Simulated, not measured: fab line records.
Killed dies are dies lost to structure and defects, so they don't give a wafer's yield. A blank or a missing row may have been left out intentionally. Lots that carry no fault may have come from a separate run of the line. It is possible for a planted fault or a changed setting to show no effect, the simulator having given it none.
Which of the tools did it? -- flow rit cmos -- 7 lots with 21 wafers sampled at 2 steps, on a route of 202 steps

WHAT THE GAUGES SHOWED, per wafer
RIT_SILICIDE_RS_MEAS_02: uses a four-point probe to measure.
lot,measured,on,SILICIDE_TI_RS (ohm/sq)
L903,day 3 15:20,film metro-04,46.6 47.4 45.8
L905,day 4 01:30,film metro-01,46.2 46.3 46.4
L908,day 4 11:11,film metro-03,47.4 48.3 47.1
L915,day 6 00:34,film metro-03,32.6 32.3 32.3
L918,day 6 17:46,film metro-03,47.4 47.4 48.1
L922,day 8 02:20,film metro-01,47.9 48.0 47.4
L925,day 8 12:41,film metro-04,47.3 48.1 47.6

WHICH TOOL RAN EACH LOT (tool, then ch and the chambers of the sampled wafers, then the start)
lot,RIT_SILICIDE_SPUTTER_01
L903,"pvd sputter-02, day 3 15:10"
L905,"pvd sputter-02, day 4 01:20"
L908,"pvd sputter-01, day 4 11:02"
L915,"pvd sputter-02, day 6 00:25"
L918,"pvd sputter-01, day 6 17:37"
L922,"pvd sputter-01, day 8 02:10"
L925,"pvd sputter-01, day 8 12:32"
- RIT_SILICIDE_SPUTTER_01: material Ti, target thk 30 nm, time 240 s.

THE ANSWER, worked out from the rows above alone
Rule: usual is defined by the lots themselves. The widest of any qualifying gaps counts: lots, ordered by their means at a reading, are off when they make up no more than a third of the lots, leave a main group of 4 or more, and stand apart from it by 3 or more times the standard deviation of that group's means. If all means in a main group match to the digits the tables above print for the reading, that group is not used. A lot without any number at a reading at which 4 lots or more have one is off too. All remaining lots with rows at the step are treated as sound.
Off: at RIT_SILICIDE_RS_MEAS_02 (SILICIDE_TI_RS), L915. The main group has a mean of 47.3 ohm/sq with a standard deviation of 0.58.
A tool fits if, at a process step before that reading, it ran every lot that is off, and no sound lot after the first of them. The gauges at RIT_SILICIDE_RS_MEAS_02 are tried like those tools. One fits: RIT_SILICIDE_SPUTTER_01 on pvd sputter-02. Its last sound lot is L905 (day 4 01:20), its first lot that is off L915 (day 6 00:25): a fault that began between those two fits.

WHAT HAD BEEN PUT IN BY THE SIMULATOR
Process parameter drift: pvd sputter-02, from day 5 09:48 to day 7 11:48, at RIT_SILICIDE_SPUTTER_01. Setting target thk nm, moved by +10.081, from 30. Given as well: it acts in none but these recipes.
Shown lots that were struck: L915. This agrees with what the rule above found.
